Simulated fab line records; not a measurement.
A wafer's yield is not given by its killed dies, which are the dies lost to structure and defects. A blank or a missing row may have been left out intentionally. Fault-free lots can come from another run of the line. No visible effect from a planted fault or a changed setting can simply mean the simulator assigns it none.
Which of the tools did it? -- flow rit cmos -- 15 lots, 45 wafers sampled, at 1 step of a route of 202

WHAT THE GAUGES READ, wafer by wafer
The record holds no reading of a measuring or inspecting step that can be judged against a usual standard deviation.

WHICH TOOL RAN EACH LOT (tool, then ch and the chambers of the sampled wafers, then the start)
lot,RIT_NLDD_DEVELOP_05
L467,"litho track-03 ch 0, day 3 04:00"
L468,"litho track-02 ch 0, day 3 08:00"
L469,"litho track-01 ch 0, day 3 14:00"
L470,"litho track-02 ch 0, day 3 19:00"
L471,"litho track-03 ch 0, day 4 02:00"
L472,"litho track-01 ch 0, day 4 05:00"
L473,"litho track-02 ch 0, day 4 08:00"
L474,"litho track-01 ch 0, day 4 16:00"
L477,"litho track-02 ch 0, day 5 01:00"
L478,"litho track-01 ch 0, day 5 06:00"
L479,"litho track-01 ch 0, day 5 10:00"
L480,"litho track-03 ch 0, day 5 14:00"
L481,"litho track-01 ch 0, day 5 17:00"
L487,"litho track-03 ch 0, day 7 01:00"
L488,"litho track-03 ch 0, day 7 08:00"
- RIT_NLDD_DEVELOP_05: develop time 50 s.

WHAT THE TOOLS THEMSELVES READ (means of the sampled wafers that have a number; where no wafer has one, the mark that the record gives instead)
RIT_NLDD_DEVELOP_05. Usual: developer temp C at 22.99 C, with a standard deviation of 0.1.
lot,tool,developer temp C (C),flag
L467,litho track-03,22.94,
L468,litho track-02,22.98,
L469,litho track-01,22.98,
L470,litho track-02,23.06,
L471,litho track-03,22.94,
L472,litho track-01,22.95,
L473,litho track-02,23.02,
L474,litho track-01,23.00,
L477,litho track-02,23.03,
L478,litho track-01,22.05,OFF
L479,litho track-01,21.89,OFF
L480,litho track-03,23.10,
L481,litho track-01,22.02,OFF
L487,litho track-03,23.08,
L488,litho track-03,23.01,

THE ANSWER, worked out from the rows above alone
Rule: a lot counts as off when the mean over its wafers that have a number is more than 3 standard deviations away from the usual mean. Also off: a lot with no number at a reading for which 4 or more lots have one. Where the step has rows for the other lots, those lots are counted as sound. The gauges are gone through in route order, then the tools' own readings, and for those a lot's mean is taken as printed above. At the first step where some lot is off, the reading lying furthest off is the one used; lots without a number count as furthest.
Off: L478, L479, L481, at RIT_NLDD_DEVELOP_05 (developer temp C).
If a tool, at that step or one of the process steps before it, ran each lot that is off and ran no sound lot following the first of them, it fits. One fits: litho track-01 at RIT_NLDD_DEVELOP_05. A fault onset in the window from L474 (day 4 16:00, its last sound lot) to L478 (day 5 06:00, its first lot off) fits.
The tool's own readings at RIT_NLDD_DEVELOP_05 bear it out: on the lots that are off they differ by more than 5 times the standard deviation of the sound lots' means. developer temp C reads 21.99 C there against 23.01 C on the sound lots.

WHAT THE SIMULATOR PUT IN
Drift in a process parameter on litho track-01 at RIT_NLDD_DEVELOP_05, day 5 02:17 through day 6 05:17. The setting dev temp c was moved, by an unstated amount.
Struck lots among those shown: L478, L479, L481. This agrees with what the rule above found.
